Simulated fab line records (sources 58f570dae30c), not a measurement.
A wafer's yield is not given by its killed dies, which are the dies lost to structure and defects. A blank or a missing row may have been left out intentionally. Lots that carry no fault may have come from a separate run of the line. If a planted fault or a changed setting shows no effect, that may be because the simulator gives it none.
Split-lot experiment + flow berkeleyCmos170 + 23 wafers read across 5 lots, on a route 331 steps long

== ON THE SPLIT ==
At UCB170_PVT_IMPLANT_07, the setting doseCm2 was moved away from the recipe's 2e+12 on 9 of the 23 wafers read, by +3.7% to +7.3%. All remaining wafers had this setting at the recipe value.

== FROM SPLIT TO READING: 1 step shown by the file between the two ==
- UCB170_PVT_STRIP_08: strips in O2

== THE READING ==
PVT_TW, at UCB170_PVT_TW_MEAS_09. A value of 507 with a standard deviation of 5.5 is what fault-free wafers of this fab line usually give.

| wafer  | tool, chamber at the split | doseCm2 as run | against the recipe | PVT_TW | against lot-mates on the recipe |
|--------|----------------------------|----------------|--------------------|--------|---------------------------------|
| L074.1 | implanter-01, 0            | 2e+12          | recipe             | 513    | -                               |
| L074.2 | implanter-01, 0            | 2.096e+12      | +4.8%              | 518    | +6                              |
| L074.3 | implanter-01, 0            | 2e+12          | recipe             | 512    | -                               |
| L074.4 | implanter-01, 0            | 2e+12          | recipe             | 511    | -                               |
| L074.6 | implanter-01, 0            | 2.096e+12      | +4.8%              | 519    | +7                              |
| L075.1 | implanter-01, 0            | 2.074e+12      | +3.7%              | 511    | +5                              |
| L075.2 | implanter-01, 0            | 2e+12          | recipe             | 507    | -                               |
| L075.3 | implanter-01, 0            | 2e+12          | recipe             | 507    | -                               |
| L075.5 | implanter-01, 0            | 2.074e+12      | +3.7%              | 516    | +10                             |
| L075.6 | implanter-01, 0            | 2e+12          | recipe             | 505    | -                               |
| L076.1 | implanter-03, 0            | 2.147e+12      | +7.3%              | 524    | +10                             |
| L076.2 | implanter-03, 0            | 2e+12          | recipe             | 512    | -                               |
| L076.3 | implanter-03, 0            | 2e+12          | recipe             | 513    | -                               |
| L076.5 | implanter-03, 0            | 2e+12          | recipe             | 516    | -                               |
| L076.6 | implanter-03, 0            | 2.147e+12      | +7.3%              | 527    | +13                             |
| L079.1 | implanter-04, 0            | 2e+12          | recipe             | 514    | -                               |
| L079.2 | implanter-04, 0            | 2.075e+12      | +3.8%              | 517    | +2                              |
| L079.3 | implanter-04, 0            | 2.075e+12      | +3.8%              | 520    | +6                              |
| L079.5 | implanter-04, 0            | 2e+12          | recipe             | 515    | -                               |
| L079.6 | implanter-04, 0            | 2.075e+12      | +3.8%              | 522    | +8                              |
| L084.2 | implanter-04, 0            | 2e+12          | recipe             | 506    | -                               |
| L084.3 | implanter-04, 0            | 2e+12          | recipe             | 505    | -                               |
| L084.5 | implanter-04, 0            | 2e+12          | recipe             | 507    | -                               |

FIT RESULTS
A straight line over all 23 wafers: PVT_TW changes by +1.96 for each +1% of doseCm2; r = +0.82; the points scatter about the line by 3.6.
The same after taking each lot's own level away (the mean of its wafers on the recipe; 23 wafers): +1.56 for each +1%; r = +0.93; scatter 1.6.
According to that fit, moving doseCm2 by its largest amount changes the reading by 11.
Measured against the standard deviation above, the lots' own levels, which go from 506.0 to 514.5, span 1.5 times it.
So the lot-to-lot level changes the slope: the two fits differ.
Check: +11.8 against its lot-mates is what the line predicts for one of the wafers moved furthest among these (+7.3%) when that wafer is left out of the fit. Against them it came out at +10.3.

== THE FILE'S OWN FIT ==
PVT_TW changes by +1.56 for each +1% of doseCm2, r = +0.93.
